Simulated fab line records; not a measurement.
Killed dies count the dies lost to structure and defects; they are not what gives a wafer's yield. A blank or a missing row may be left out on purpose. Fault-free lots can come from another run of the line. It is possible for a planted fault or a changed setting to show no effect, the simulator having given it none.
fab line records ; flow rit-cmos ; part 1 of 2: steps 1 to 35 of 47
[record] lots = 5; wafers = 15; last-day = 7
route steps=202 shown NWELL@37 PWELL@39 WELLDRIVE@50 NRETRO@53 PRETRO@64 GATE@75 FOX2@80
lots untouched by any fault: they come from a run of this same line in which no faults occurred
start-h: the number of hours between the record's first day and the start of the first shown wafer of the lot ; wait-h: hours from the lot's prior step to this one ; " same as the row above ; L1.1+2: a row that stands for several wafers ; - no value present, or no start provided ; * or withheld: withheld ; < > ~ a bound
route shown NAME@n: a module of which the file shows steps, and the number in the route of the first ; usual: the fault-free wafers' mean and standard deviation ; same: alike in all rows ; chamber/n: place in a boat ; sites: each site's reading ; _std_site: standard deviation of those values ; _edge_site: inner sites' mean taken away from outer sites' mean ; radius-mm: how far each site lies from the wafer's centre ; mask NAME#n: copy n ; behind: tool/chamber where the wafer was last shaped ; hold: why the lot went on hold/how many hours it stayed there/how the hold came to an end ; device: whichever transistor did not switch (one of n, p or np) ; end of line: at the end of the route, the tests of the same wafers ; a step with no rows: only its recipe ; killed: not the wafer's yield, but the dies lost to structure and defects at the first sort ; map: a wafer's dies, x killed, . not, _ none there
set.NAME: the setting that was run; set.NAME@STEP: the one run at that earlier step ; model.NAME: the simulator's own value behind a step, which no gauge read
lots at some steps of the route; a table a step, a row a wafer
services: the hour from which a tool's chamber was out of use, counted from the record's first day as start-h (under 0 if before that day), plus the number of hours and why
[[steps]]
[step RIT_NWELL_STRIP_09]
[recipe] chemistry = O2; time-s = 180; resist = NOVOLAK; platen-temp-c = withheld; power-w = 500; pressure-mtorr = 4000; o2-flow-sccm = 4000
[usual] drypump-motor-current-A = 5.96/0.25; o2-flow-sccm = 4001/12; rf-refl-power-W = 7.5/0.79
lot.wafer;tool;chamber;start-h;wait-h;drypump-motor-current-A;o2-flow-sccm;rf-hours-counter-h;rf-refl-power-W
L074.4;plasma-asher-04;0;23.18;0.1;6.28;4010;-;8.0
L074.5;plasma-asher-04;0;23.18;0.1;6.28;3982;-;7.8
L074.6;plasma-asher-04;1;23.18;0.1;5.60;3991;-;6.8
L076.1;plasma-asher-04;1;32.86;0.1;5.56;4005;24;6.9
L076.3;plasma-asher-04;1;32.86;0.1;5.56;4006;-;6.8
L076.5;plasma-asher-04;1;32.86;0.1;5.53;4014;-;6.9
L080.2;plasma-asher-02;0;55.65;0.1;5.95;4002;40;8.1
L080.4;plasma-asher-02;0;55.65;0.1;5.96;3985;-;8.2
L080.5;plasma-asher-02;0;55.65;0.1;5.93;3986;-;8.2
L082.1;plasma-asher-02;0;67.78;0.1;5.94;4020;41;8.4
L082.3;plasma-asher-02;0;67.78;0.1;5.94;4008;-;8.3
L082.5;plasma-asher-02;0;67.78;0.1;5.94;4006;-;8.2
L095.2;plasma-asher-02;0;129.32;0.1;5.93;4019;49;8.0
L095.4;plasma-asher-02;1;129.32;0.1;5.89;3996;-;7.6
L095.5;plasma-asher-02;0;129.32;0.1;5.94;4001;-;8.0
[step RIT_NWELL_TW_MEAS_10]
[usual] NWELL_TW = 2164/18
lot.wafer;tool;chamber;start-h;wait-h;NWELL_TW
L074.4;film-metro-04;-;23.33;0.1;2193
L074.5;film-metro-04;-;23.33;0.1;2177
L074.6;film-metro-04;-;23.33;0.1;2194
L076.1;film-metro-01;-;33.04;0.1;2145
L076.3;film-metro-01;-;33.04;0.1;2135
L076.5;film-metro-01;-;33.04;0.1;2143
L080.2;film-metro-04;-;55.83;0.1;2165
L080.4;film-metro-04;-;55.83;0.1;2157
L080.5;film-metro-04;-;55.83;0.1;2162
L082.1;film-metro-03;-;67.95;0.1;2169
L082.3;film-metro-03;-;67.95;0.1;2169
L082.5;film-metro-03;-;67.95;0.1;2164
L095.2;film-metro-04;-;129.51;0.1;2166
L095.4;film-metro-04;-;129.51;0.1;2175
L095.5;film-metro-04;-;129.51;0.1;2172
[step RIT_PWELL_HMDS_00]
[recipe] prime-time-s = 60; prime-temp-c = 140
lot.wafer;tool;chamber;start-h;wait-h
L074.4+5+6;litho-track-01;0;23.43;0.1
L076.1+3+5;litho-track-02;0;33.10;0.1
L080.2+4+5;litho-track-02;0;55.94;0.1
L082.1+3+5;litho-track-01;0;68.01;0.1
L095.2+4+5;litho-track-01;0;129.65;0.1
[step RIT_PWELL_COAT_01]
[recipe] resist = NOVOLAK; spin-rpm = 2000; resist-thk-nm = 1300
lot.wafer;tool;chamber;start-h;wait-h
L074.4+5+6;litho-track-01;0;23.58;0.1
L076.1+3+5;litho-track-02;0;33.25;0.1
L080.2+4+5;litho-track-02;0;56.09;0.1
L082.1+3+5;litho-track-01;0;68.16;0.1
L095.2+4+5;litho-track-01;0;129.80;0.1
[step RIT_PWELL_SOFTBAKE_02]
[recipe] resist = NOVOLAK; temp-c = 90; time-s = 60
lot.wafer;tool;chamber;start-h;wait-h
L074.4+5+6;litho-track-01;0;23.73;0.1
L076.1+3+5;litho-track-02;0;33.40;0.1
L080.2+4+5;litho-track-02;0;56.24;0.1
L082.1+3+5;litho-track-01;0;68.31;0.1
L095.2+4+5;litho-track-01;0;129.95;0.1
[step RIT_PWELL_EXPOSE_03]
[recipe] mask-id = M3; na = 0.57; target-cd-nm = 43700; dose-mj = 250
lot.wafer;tool;chamber;start-h;wait-h;mask
L074.4+5+6;iline-stepper-01;0;23.99;0.2;M3#0
L076.1+3+5;iline-stepper-02;0;33.67;0.2;M3#0
L080.2+4+5;iline-stepper-02;0;56.38;0.1;M3#0
L082.1+3+5;iline-stepper-02;0;68.71;0.4;M3#0
L095.2+4+5;iline-stepper-02;0;130.09;0.1;M3#0
[step RIT_PWELL_PEB_04]
[recipe] resist = NOVOLAK; temp-c = withheld; time-s = withheld
lot.wafer;tool;chamber;start-h;wait-h
L074.4+5+6;litho-track-01;0;24.13;0.1
L076.1+3+5;litho-track-01;0;33.79;0.1
L080.2+4+5;litho-track-02;0;56.50;0.1
L082.1+3+5;litho-track-02;0;68.90;0.2
L095.2+4+5;litho-track-01;0;130.25;0.1
[step RIT_PWELL_DEVELOP_05]
[recipe] resist = NOVOLAK; develop-time-s = 68; dev-temp-c = 23
lot.wafer;tool;chamber;start-h;wait-h
L074.4+5+6;litho-track-01;0;-;-
L076.1+3+5;litho-track-01;0;-;-
L080.2+4+5;litho-track-02;0;-;-
L082.1+3+5;litho-track-02;0;-;-
L095.2+4+5;litho-track-01;0;-;-
[step RIT_PWELL_OVL_MEAS_06]
[usual] PWELL_OVL = 0.5/1.1
lot.wafer;tool;chamber;start-h;wait-h;PWELL_OVL[nm]
L074.4;overlay-01;-;24.38;-;-0.4
L074.5;overlay-01;-;24.38;-;-0.1
L074.6;overlay-01;-;24.38;-;0.9
L076.1;overlay-02;-;34.10;-;3.3
L076.3;overlay-02;-;34.10;-;0.9
L076.5;overlay-02;-;34.10;-;2.5
L080.2;overlay-01;-;56.80;-;0.6
L080.4;overlay-01;-;56.80;-;1.0
L080.5;overlay-01;-;56.80;-;-0.8
L082.1;overlay-01;-;69.22;-;1.5
L082.3;overlay-01;-;69.22;-;1.6
L082.5;overlay-01;-;69.22;-;0.2
L095.2;overlay-02;-;130.54;-;0.0
L095.4;overlay-02;-;130.54;-;0.8
L095.5;overlay-02;-;130.54;-;-0.7
[step RIT_PWELL_HARDBAKE_07]
[recipe] resist = NOVOLAK; temp-c = 140; time-s = 120
lot.wafer;tool;chamber;start-h;wait-h
L074.4+5+6;litho-track-02;0;24.52;0.1
L076.1+3+5;litho-track-03;0;34.14;0.0
L080.2+4+5;litho-track-01;0;56.87;0.1
L082.1+3+5;litho-track-02;0;69.25;0.0
L095.2+4+5;litho-track-02;0;130.61;0.1
[step RIT_PWELL_IMPLANT_08]
[recipe] species = B; energy-kev = 170; dose-cm2 = 7e+13; tilt-deg = 7
[usual] dose-ions-cm2 = 7.001e+13/8.1e+10
lot.wafer;tool;chamber;start-h;wait-h;dose-ions-cm2
L074.4;implanter-02;0;24.72;0.2;7.005e+13
L074.5;implanter-02;0;24.72;0.2;7.012e+13
L074.6;implanter-02;0;24.72;0.2;7.012e+13
L076.1;implanter-03;0;34.39;0.2;6.997e+13
L076.3;implanter-03;0;34.39;0.2;6.992e+13
L076.5;implanter-03;0;34.39;0.2;6.985e+13
L080.2;implanter-03;0;57.10;0.2;7.001e+13
L080.4;implanter-03;0;57.10;0.2;7.004e+13
L080.5;implanter-03;0;57.10;0.2;6.995e+13
L082.1;implanter-04;0;69.50;0.2;7.007e+13
L082.3;implanter-04;0;69.50;0.2;7.001e+13
L082.5;implanter-04;0;69.50;0.2;7.001e+13
L095.2;implanter-03;0;130.85;0.2;7.006e+13
L095.4;implanter-03;0;130.85;0.2;7.007e+13
L095.5;implanter-03;0;130.85;0.2;6.998e+13
[step RIT_PWELL_STRIP_09]
[recipe] chemistry = O2; time-s = 180; resist = NOVOLAK; platen-temp-c = withheld; power-w = 500; pressure-mtorr = 4000; o2-flow-sccm = 4000
[usual] drypump-motor-current-A = 5.97/0.23; o2-flow-sccm = 4002/12; rf-refl-power-W = 7.0/1.3
lot.wafer;tool;chamber;start-h;wait-h;drypump-motor-current-A;o2-flow-sccm;rf-hours-counter-h;rf-refl-power-W
L074.4;plasma-asher-03;1;24.86;0.1;6.29;3980;-;6.2
L074.5;plasma-asher-03;1;24.86;0.1;6.32;3984;-;6.1
L074.6;plasma-asher-03;0;24.86;0.1;5.95;3989;-;9.1
L076.1;plasma-asher-02;1;34.54;0.1;5.87;4009;38;7.4
L076.3;plasma-asher-02;0;34.54;0.1;5.94;3981;-;8.0
L076.5;plasma-asher-02;0;34.54;0.1;5.95;3995;-;8.1
L080.2;plasma-asher-01;0;57.23;0.1;5.52;3996;37;5.7
L080.4;plasma-asher-01;1;57.23;0.1;6.08;3994;-;6.0
L080.5;plasma-asher-01;0;57.23;0.1;5.54;4018;-;5.7
L082.1;plasma-asher-02;1;69.65;0.1;5.87;4008;42;7.5
L082.3;plasma-asher-02;0;69.65;0.1;5.97;4012;-;8.0
L082.5;plasma-asher-02;0;69.65;0.1;5.98;3986;-;8.2
L095.2;plasma-asher-01;1;130.97;0.1;6.08;3989;1;6.1
L095.4;plasma-asher-01;0;130.97;0.1;5.59;4020;-;5.6
L095.5;plasma-asher-01;1;130.97;0.1;6.08;3990;-;6.0
[step RIT_PWELL_TW_MEAS_10]
[usual] PWELL_TW = 959/7.2
lot.wafer;tool;chamber;start-h;wait-h;PWELL_TW
L074.4;film-metro-03;-;25.00;0.1;955
L074.5;film-metro-03;-;25.00;0.1;953
L074.6;film-metro-03;-;25.00;0.1;956
L076.1;film-metro-03;-;34.71;0.1;951
L076.3;film-metro-03;-;34.71;0.1;959
L076.5;film-metro-03;-;34.71;0.1;952
L080.2;film-metro-04;-;57.41;0.1;957
L080.4;film-metro-04;-;57.41;0.1;960
L080.5;film-metro-04;-;57.41;0.1;963
L082.1;film-metro-03;-;69.83;0.1;970
L082.3;film-metro-03;-;69.83;0.1;968
L082.5;film-metro-03;-;69.83;0.1;967
L095.2;film-metro-03;-;131.16;0.1;965
L095.4;film-metro-03;-;131.16;0.1;962
L095.5;film-metro-03;-;131.16;0.1;968
[step RIT_WELLDRIVE_ANNEAL_00]
[recipe] temp-c = 1100; time-s = 14700; ambient = N2
[usual] spike-tc-load-C = 1129.5/2.3
lot.wafer;tool;chamber;start-h;wait-h;spike-tc-load-C
L074.4;furnace-01;0;25.09;0.1;1128.0
L074.5;furnace-01;0;25.09;0.1;1128.5
L074.6;furnace-01;0;25.09;0.1;1127.7
L076.1;furnace-04;0;35.33;0.6;1126.1
L076.3;furnace-04;0;35.33;0.6;1125.5
L076.5;furnace-04;0;35.33;0.6;1125.6
L080.2;furnace-04;0;58.29;0.9;1127.4
L080.4;furnace-04;0;58.29;0.9;1126.8
L080.5;furnace-04;0;58.29;0.9;1129.1
L082.1;furnace-01;0;69.89;0.1;1128.4
L082.3;furnace-01;0;69.89;0.1;1130.3
L082.5;furnace-01;0;69.89;0.1;1127.4
L095.2;furnace-03;0;132.45;1.3;1133.4
L095.4;furnace-03;0;132.45;1.3;1132.9
L095.5;furnace-03;0;132.45;1.3;1133.4
[step RIT_WELLDRIVE_RS_MEAS_01]
[recipe] thk-meas-gauge = four-point-probe
[usual] NWELL_RS = 275.9/0.65
lot.wafer;tool;chamber;start-h;wait-h;NWELL_RS[ohm/sq]
L074.4;film-metro-01;-;30.23;0.1;275.6
L074.5;film-metro-01;-;30.23;0.1;275.6
L074.6;film-metro-01;-;30.23;0.1;275.7
L076.1;film-metro-04;-;40.41;0.0;275.8
L076.3;film-metro-04;-;40.41;0.0;275.9
L076.5;film-metro-04;-;40.41;0.0;275.6
L080.2;film-metro-04;-;63.39;0.0;275.9
L080.4;film-metro-04;-;63.39;0.0;276.2
L080.5;film-metro-04;-;63.39;0.0;276.6
L082.1;film-metro-03;-;74.97;0.0;276.5
L082.3;film-metro-03;-;74.97;0.0;276.6
L082.5;film-metro-03;-;74.97;0.0;277.2
L095.2;film-metro-01;-;137.55;0.0;275.7
L095.4;film-metro-01;-;137.55;0.0;276.3
L095.5;film-metro-01;-;137.55;0.0;276.6
[step RIT_WELLDRIVE_RS_MEAS_02]
[recipe] thk-meas-gauge = four-point-probe
[usual] PWELL_RS = 429.9/1.2
lot.wafer;tool;chamber;start-h;wait-h;PWELL_RS[ohm/sq]
L074.4;film-metro-01;-;30.35;0.1;430.5
L074.5;film-metro-01;-;30.35;0.1;429.8
L074.6;film-metro-01;-;30.35;0.1;430.0
L076.1;film-metro-04;-;40.53;0.1;429.9
L076.3;film-metro-04;-;40.53;0.1;429.7
L076.5;film-metro-04;-;40.53;0.1;429.2
L080.2;film-metro-04;-;63.51;0.1;430.5
L080.4;film-metro-04;-;63.51;0.1;430.3
L080.5;film-metro-04;-;63.51;0.1;430.1
L082.1;film-metro-03;-;75.09;0.1;429.7
L082.3;film-metro-03;-;75.09;0.1;430.3
L082.5;film-metro-03;-;75.09;0.1;428.8
L095.2;film-metro-01;-;137.67;0.1;429.3
L095.4;film-metro-01;-;137.67;0.1;430.4
L095.5;film-metro-01;-;137.67;0.1;429.4
[step RIT_NRETRO_HMDS_00]
[recipe] prime-time-s = 60; prime-temp-c = 140
lot.wafer;tool;chamber;start-h;wait-h
L074.4+5+6;litho-track-04;0;30.48;0.1
L076.1+3+5;litho-track-01;0;40.75;0.2
L080.2+4+5;litho-track-01;0;63.64;0.1
L082.1+3+5;litho-track-03;0;75.27;0.2
L095.2+4+5;litho-track-04;0;137.80;0.1
[step RIT_NRETRO_COAT_01]
[recipe] resist = NOVOLAK; spin-rpm = 2000; resist-thk-nm = 1300
lot.wafer;tool;chamber;start-h;wait-h
L074.4+5+6;litho-track-04;0;30.63;0.1
L076.1+3+5;litho-track-01;0;40.90;0.1
L080.2+4+5;litho-track-01;0;63.79;0.1
L082.1+3+5;litho-track-03;0;75.42;0.1
L095.2+4+5;litho-track-04;0;137.95;0.1
[step RIT_NRETRO_SOFTBAKE_02]
[recipe] resist = NOVOLAK; temp-c = 90; time-s = 60
lot.wafer;tool;chamber;start-h;wait-h
L074.4+5+6;litho-track-04;0;30.78;0.1
L076.1+3+5;litho-track-01;0;41.05;0.1
L080.2+4+5;litho-track-01;0;63.94;0.1
L082.1+3+5;litho-track-03;0;75.57;0.1
L095.2+4+5;litho-track-04;0;138.10;0.1
[step RIT_NRETRO_EXPOSE_03]
[recipe] mask-id = M4; na = 0.57; target-cd-nm = 43900; dose-mj = 250
lot.wafer;tool;chamber;start-h;wait-h;mask
L074.4+5+6;iline-stepper-01;0;31.04;0.2;M4#0
L076.1+3+5;iline-stepper-02;0;41.20;0.1;M4#0
L080.2+4+5;iline-stepper-02;0;64.08;0.1;M4#0
L082.1+3+5;iline-stepper-01;0;75.90;0.3;M4#0
L095.2+4+5;iline-stepper-02;0;138.37;0.2;M4#0
[step RIT_NRETRO_PEB_04]
[recipe] resist = NOVOLAK; temp-c = withheld; time-s = withheld
lot.wafer;tool;chamber;start-h;wait-h
L074.4+5+6;litho-track-01;0;31.18;0.1
L076.1+3+5;litho-track-01;0;41.32;0.1
L080.2+4+5;litho-track-04;0;64.20;0.1
L082.1+3+5;litho-track-03;0;76.02;0.1
L095.2+4+5;litho-track-03;0;138.49;0.1
[step RIT_NRETRO_DEVELOP_05]
[recipe] resist = NOVOLAK; develop-time-s = 68; dev-temp-c = 23
lot.wafer;tool;chamber;start-h;wait-h
L074.4+5+6;litho-track-01;0;-;-
L076.1+3+5;litho-track-01;0;-;-
L080.2+4+5;litho-track-04;0;-;-
L082.1+3+5;litho-track-03;0;-;-
L095.2+4+5;litho-track-03;0;-;-
[step RIT_NRETRO_OVL_MEAS_06]
[usual] NRETRO_OVL = 0.4/1.2
lot.wafer;tool;chamber;start-h;wait-h;NRETRO_OVL[nm]
L074.4;overlay-01;-;31.43;-;1.9
L074.5;overlay-01;-;31.43;-;2.0
L074.6;overlay-01;-;31.43;-;1.9
L076.1;overlay-02;-;41.63;-;0.4
L076.3;overlay-02;-;41.63;-;-0.5
L076.5;overlay-02;-;41.63;-;0.8
L080.2;overlay-01;-;64.50;-;0.3
L080.4;overlay-01;-;64.50;-;0.2
L080.5;overlay-01;-;64.50;-;-0.2
L082.1;overlay-01;-;76.33;-;1.4
L082.3;overlay-01;-;76.33;-;2.1
L082.5;overlay-01;-;76.33;-;1.1
L095.2;overlay-02;-;138.79;-;1.3
L095.4;overlay-02;-;138.79;-;0.0
L095.5;overlay-02;-;138.79;-;-1.0
[step RIT_NRETRO_HARDBAKE_07]
[recipe] resist = NOVOLAK; temp-c = 140; time-s = 120
lot.wafer;tool;chamber;start-h;wait-h
L074.4+5+6;litho-track-01;0;31.57;0.1
L076.1+3+5;litho-track-01;0;41.67;0.0
L080.2+4+5;litho-track-03;0;64.57;0.1
L082.1+3+5;litho-track-03;0;76.37;0.0
L095.2+4+5;litho-track-03;0;138.86;0.1
[step RIT_NRETRO_IMPLANT_08]
[recipe] species = P; energy-kev = 70; dose-cm2 = 1e+13; tilt-deg = 7
[usual] dose-ions-cm2 = 1e+13/1.1e+10
lot.wafer;tool;chamber;start-h;wait-h;dose-ions-cm2
L074.4;implanter-03;0;31.77;0.2;9.995e+12
L074.5;implanter-03;0;31.77;0.2;9.991e+12
L074.6;implanter-03;0;31.77;0.2;1.0003e+13
L076.1;implanter-03;0;41.92;0.2;1e+13
L076.3;implanter-03;0;41.92;0.2;9.976e+12
L076.5;implanter-03;0;41.92;0.2;9.996e+12
L080.2;implanter-04;0;64.80;0.2;1.001e+13
L080.4;implanter-04;0;64.80;0.2;1.0011e+13
L080.5;implanter-04;0;64.80;0.2;1.0014e+13
L082.1;implanter-01;0;76.62;0.2;9.994e+12
L082.3;implanter-01;0;76.62;0.2;1.0005e+13
L082.5;implanter-01;0;76.62;0.2;9.996e+12
L095.2;implanter-03;0;139.09;0.2;1.0003e+13
L095.4;implanter-03;0;139.09;0.2;1.0007e+13
L095.5;implanter-03;0;139.09;0.2;9.992e+12
[step RIT_NRETRO_STRIP_09]
[recipe] chemistry = O2; time-s = 180; resist = NOVOLAK; platen-temp-c = withheld; power-w = 500; pressure-mtorr = 4000; o2-flow-sccm = 4000
[usual] drypump-motor-current-A = 5.90/0.29; o2-flow-sccm = 4002/9.6; rf-refl-power-W = 7.0/0.9
lot.wafer;tool;chamber;start-h;wait-h;drypump-motor-current-A;o2-flow-sccm;rf-hours-counter-h;rf-refl-power-W
L074.4;plasma-asher-04;0;31.91;0.1;6.27;3997;-;7.9
L074.5;plasma-asher-04;0;31.91;0.1;6.29;3985;-;8.0
L074.6;plasma-asher-04;1;31.91;0.1;5.61;4015;-;6.5
L076.1;plasma-asher-04;1;42.07;0.1;5.58;4008;25;6.9
L076.3;plasma-asher-04;1;42.07;0.1;5.60;3989;-;7.1
L076.5;plasma-asher-04;0;42.07;0.1;6.31;4006;-;7.8
L080.2;plasma-asher-02;0;64.93;0.1;5.93;4003;41;7.8
L080.4;plasma-asher-02;0;64.93;0.1;5.94;3994;-;7.8
L080.5;plasma-asher-02;1;64.93;0.1;5.88;4009;-;7.3
L082.1;plasma-asher-02;1;76.77;0.1;5.85;4012;43;7.4
L082.3;plasma-asher-02;1;76.77;0.1;5.84;4004;-;7.5
L082.5;plasma-asher-02;1;76.77;0.1;5.82;4027;-;7.4
L095.2;plasma-asher-04;1;139.22;0.1;5.56;3987;35;6.7
L095.4;plasma-asher-04;0;139.22;0.1;6.27;3979;-;7.9
L095.5;plasma-asher-04;1;139.22;0.1;5.58;3993;-;6.7
[step RIT_NRETRO_TW_MEAS_10]
[usual] NRETRO_TW = 1054/7.2
lot.wafer;tool;chamber;start-h;wait-h;NRETRO_TW
L074.4;film-metro-03;-;32.05;0.1;1060
L074.5;film-metro-03;-;32.05;0.1;1057
L074.6;film-metro-03;-;32.05;0.1;1053
L076.1;film-metro-02;-;42.25;0.1;1043
L076.3;film-metro-02;-;42.25;0.1;1039
L076.5;film-metro-02;-;42.25;0.1;1044
L080.2;film-metro-03;-;65.13;0.1;1063
L080.4;film-metro-03;-;65.13;0.1;1059
L080.5;film-metro-03;-;65.13;0.1;1062
L082.1;film-metro-01;-;76.94;0.1;1056
L082.3;film-metro-01;-;76.94;0.1;1063
L082.5;film-metro-01;-;76.94;0.1;1056
L095.2;film-metro-01;-;139.40;0.1;1044
L095.4;film-metro-01;-;139.40;0.1;1045
L095.5;film-metro-01;-;139.40;0.1;1048
[step RIT_PRETRO_HMDS_00]
[recipe] prime-time-s = 60; prime-temp-c = 140
lot.wafer;tool;chamber;start-h;wait-h
L074.4+5+6;litho-track-04;0;32.16;0.1
L076.1+3+5;litho-track-02;0;42.31;0.1
L080.2+4+5;litho-track-04;0;65.20;0.1
L082.1+3+5;litho-track-03;0;77.05;0.1
L095.2+4+5;litho-track-03;0;139.48;0.1
[step RIT_PRETRO_COAT_01]
[recipe] resist = NOVOLAK; spin-rpm = 2000; resist-thk-nm = 1300
lot.wafer;tool;chamber;start-h;wait-h
L074.4+5+6;litho-track-04;0;32.31;0.1
L076.1+3+5;litho-track-02;0;42.46;0.1
L080.2+4+5;litho-track-04;0;65.36;0.1
L082.1+3+5;litho-track-03;0;77.20;0.1
L095.2+4+5;litho-track-03;0;139.63;0.1
[step RIT_PRETRO_SOFTBAKE_02]
[recipe] resist = NOVOLAK; temp-c = 90; time-s = 60
lot.wafer;tool;chamber;start-h;wait-h
L074.4+5+6;litho-track-04;0;32.46;0.1
L076.1+3+5;litho-track-02;0;42.61;0.1
L080.2+4+5;litho-track-04;0;65.50;0.1
L082.1+3+5;litho-track-03;0;77.35;0.1
L095.2+4+5;litho-track-03;0;139.78;0.1
[step RIT_PRETRO_EXPOSE_03]
[recipe] mask-id = M5; na = 0.57; target-cd-nm = 43700; dose-mj = 250
lot.wafer;tool;chamber;start-h;wait-h;mask
L074.4+5+6;iline-stepper-02;0;32.72;0.2;M5#0
L076.1+3+5;iline-stepper-02;0;42.76;0.1;M5#0
L080.2+4+5;iline-stepper-02;0;65.65;0.1;M5#0
L082.1+3+5;iline-stepper-01;0;77.66;0.3;M5#0
L095.2+4+5;iline-stepper-01;0;140.04;0.2;M5#0
[step RIT_PRETRO_PEB_04]
[recipe] resist = NOVOLAK; temp-c = withheld; time-s = withheld
lot.wafer;tool;chamber;start-h;wait-h
L074.4+5+6;litho-track-03;0;32.85;0.1
L076.1+3+5;litho-track-03;0;42.87;0.1
L080.2+4+5;litho-track-03;0;65.77;0.1
L082.1+3+5;litho-track-03;0;77.78;0.1
L095.2+4+5;litho-track-04;0;140.17;0.1
[step RIT_PRETRO_DEVELOP_05]
[recipe] resist = NOVOLAK; develop-time-s = 68; dev-temp-c = 23
lot.wafer;tool;chamber;start-h;wait-h
L074.4+5+6;litho-track-03;0;-;-
L076.1+3+5;litho-track-03;0;-;-
L080.2+4+5;litho-track-03;0;-;-
L082.1+3+5;litho-track-03;0;-;-
L095.2+4+5;litho-track-04;0;-;-
[step RIT_PRETRO_OVL_MEAS_06]
[usual] PRETRO_OVL = -0.6/1.2
lot.wafer;tool;chamber;start-h;wait-h;PRETRO_OVL[nm]
L074.4;overlay-02;-;33.11;-;-1.3
L074.5;overlay-02;-;33.11;-;-0.6
L074.6;overlay-02;-;33.11;-;-1.7
L076.1;overlay-01;-;43.19;-;0.4
L076.3;overlay-01;-;43.19;-;0.8
L076.5;overlay-01;-;43.19;-;-0.3
L080.2;overlay-01;-;66.07;-;0.4
L080.4;overlay-01;-;66.07;-;0.9
L080.5;overlay-01;-;66.07;-;1.5
L082.1;overlay-02;-;78.09;-;-1.0
L082.3;overlay-02;-;78.09;-;-0.3
L082.5;overlay-02;-;78.09;-;0.2
L095.2;overlay-01;-;140.46;-;1.0
L095.4;overlay-01;-;140.46;-;0.2
L095.5;overlay-01;-;140.46;-;-0.3
[step RIT_PRETRO_HARDBAKE_07]
[recipe] resist = NOVOLAK; temp-c = 140; time-s = 120
lot.wafer;tool;chamber;start-h;wait-h
L074.4+5+6;litho-track-04;0;33.25;0.1
L076.1+3+5;litho-track-02;0;43.22;0.0
L080.2+4+5;litho-track-04;0;66.14;0.1
L082.1+3+5;litho-track-02;0;78.19;0.1
L095.2+4+5;litho-track-02;0;140.53;0.1
